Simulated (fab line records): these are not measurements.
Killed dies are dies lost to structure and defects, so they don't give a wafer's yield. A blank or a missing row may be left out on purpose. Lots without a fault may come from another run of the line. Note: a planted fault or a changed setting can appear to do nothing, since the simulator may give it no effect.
Which tool is to blame? ; flow ritCmos ; Sampling: 14 lots, 42 wafers, 2 of 202 route steps

WHAT EACH GAUGE READ, for each wafer
Not one reading of a measure or inspect step in the record can be checked against a usual standard deviation.

WHICH TOOL RAN EACH LOT (tool, then ch and the chambers of the sampled wafers, then the start)
lot;RIT_M1_METAL_ETCH_12;RIT_M1_PROBE_99
L640;rieMetal-03 ch 0,1, day 3 13:35;prober-01, day 3 15:54
L641;rieMetal-01 ch 0,1, day 3 22:54;prober-01, day 4 02:03
L643;rieMetal-03 ch 0,1, day 4 10:04;prober-02, day 4 12:22
L644;rieMetal-04 ch 0,1, day 4 16:52;prober-01, day 4 19:10
L645;rieMetal-01 ch 0,1, day 4 19:22;prober-02, day 4 21:37
L646;rieMetal-03 ch 0,1, day 4 19:50;prober-01, day 4 23:13
L648;rieMetal-01 ch 0,1, day 5 14:16;prober-01, day 5 16:31
L650;rieMetal-04 ch 0,1, day 5 19:59;prober-01, day 5 22:17
L652;rieMetal-03 ch 0,1, day 6 04:19;prober-01, day 6 07:43
L655;rieMetal-03 ch 0,1, day 7 04:04;prober-02, day 7 06:22
L659;rieMetal-01 ch 0,1, day 7 23:46;prober-01, day 8 02:04
L660;rieMetal-04 ch 0,1, day 8 00:00;prober-02, day 8 03:31
L662;rieMetal-01 ch 0,1, day 8 14:44;prober-02, day 8 17:04
L663;rieMetal-04 ch 0,1, day 9 03:01;prober-01, day 9 05:20
- RIT_M1_METAL_ETCH_12: etches Al in Cl2/BCl3, stops on SiO2, time 165 s, target depth 600 nm.
- RIT_M1_PROBE_99

WHAT THE TOOLS THEMSELVES READ (means of the sampled wafers that have a number; where no wafer has one, the mark that the record gives instead)
RIT_M1_METAL_ETCH_12.
lot;tool;drypumpMotorCurrentA (A);oesProductAu (a.u.);rfFwdPowerW (W);runLengthS (s);throttleValvePct (%)
L640;rieMetal-03;5.6;0.737;250.7;193.1;8.06
L641;rieMetal-01;5.2;0.773;251.2;193.3;8.31
L643;rieMetal-03;6.2;0.740;250.9;193.1;8.07
L644;rieMetal-04;5.4;0.768;251.5;193.6;8.24
L645;rieMetal-01;5.6;0.778;251.8;193.0;8.27
L646;rieMetal-03;5.6;0.737;250.7;193.1;8.06
L648;rieMetal-01;5.2;0.765;250.0;193.1;8.29
L650;rieMetal-04;5.4;0.765;251.8;193.4;8.25
L652;rieMetal-03;5.6;0.982;-;151.6;8.03
L655;rieMetal-03;5.6;0.983;-;151.6;8.03
L659;rieMetal-01;5.6;0.787;251.4;192.8;8.27
L660;rieMetal-04;5.4;0.757;251.9;193.6;8.25
L662;rieMetal-01;5.2;0.779;251.6;193.4;8.31
L663;rieMetal-04;5.4;0.755;250.9;193.4;8.25

RIT_M1_PROBE_99.
lot;tool;defectLimitedYield (%);killedAtContacts;killedAtFrontEnd;killedDies;killedOpen;killedShort;sort_bin_3_pad_short (%);sort_bin_5_function (%);sort_bin_6_memory (%);sortNPass;sortYieldPct (%)
L640;prober-01;97.7;0.0;6;6;2.0;3.7;0.0;1.6;0.7;258;97.7
L641;prober-01;96.8;0.0;8;8;3.0;5.3;0.3;2.1;0.8;256;96.8
L643;prober-02;97.6;0.0;6;6;3.3;3.0;0.0;1.8;0.6;258;97.6
L644;prober-01;97.0;0.0;8;8;5.7;2.3;0.0;1.6;1.4;256;97.0
L645;prober-02;97.0;0.3;8;8;5.0;3.0;0.3;1.7;1.2;256;97.0
L646;prober-01;98.3;0.0;4;4;2.7;1.7;0.3;0.9;0.5;260;98.3
L648;prober-01;97.3;0.0;7;7;3.3;3.7;0.1;1.9;0.6;257;97.3
L650;prober-01;98.1;0.0;5;5;2.7;2.3;0.0;1.0;0.9;259;98.1
L652;prober-01;97.3;0.0;7;7;2.7;4.0;0.0;1.8;0.9;257;97.3
L655;prober-02;97.7;0.0;6;6;4.0;2.0;0.1;0.8;1.4;258;97.7
L659;prober-01;97.8;0.0;6;6;3.7;2.0;0.0;1.2;1.0;258;97.8
L660;prober-02;97.1;0.0;8;8;3.7;4.0;0.1;1.5;1.3;256;97.1
L662;prober-02;98.2;0.0;5;5;3.0;1.7;0.0;0.9;0.9;259;98.2
L663;prober-01;97.6;0.0;6;6;1.3;5.0;0.1;1.5;0.8;258;97.6

THE ANSWER, worked out from the rows above alone
Rule: what is usual is taken from the lots themselves. Put in order of their means at a reading, lots are off if they are a third of the lots or fewer, leave a main group of 4 or more, and stand apart from it by a gap of 3 or more times the standard deviation of the main group's means; of several such gaps the widest counts. Not used: any main group whose means are identical at the precision the tables above print for the reading. Also off: a lot with no number at a reading for which 4 or more lots have one. Any other lot the step has rows for is counted as sound. After the gauges, taken in route order, come the tools' own readings; for these a lot's mean is taken, as printed above. The first step at which some lot is off is used, and at that step the reading that is off furthest; a lot without a number counts as furthest.
Off: L652, L655 (RIT_M1_METAL_ETCH_12, rfFwdPowerW). Without a number there: L652, L655. The main group: mean 251.2 W, standard deviation 0.55.
A tool fits if, at that step or a process step before it, it ran every lot that is off, and no sound lot after the first of them. One fits: rieMetal-03 at RIT_M1_METAL_ETCH_12. Its last sound lot is L646 (day 4 19:50), its first lot that is off L652 (day 6 04:19): a fault that began between those two fits.
The tool's own readings at RIT_M1_METAL_ETCH_12 bear it out: on the lots that are off they differ by more than 5 times the standard deviation of the sound lots' means. oesProductAu reads 0.982 a.u. there against 0.762 a.u. on the sound lots; runLengthS reads 151.6 s there against 193.2 s on the sound lots.
Blank at RIT_M1_METAL_ETCH_12 on the lots that are off, where sound lots have numbers: rfFwdPowerW.

WHAT THE SIMULATOR HAD INSERTED
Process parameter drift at RIT_M1_METAL_ETCH_12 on rieMetal-03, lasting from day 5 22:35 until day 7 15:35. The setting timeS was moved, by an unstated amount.
Shown lots that were struck: L652, L655. The same result came from the rule above.
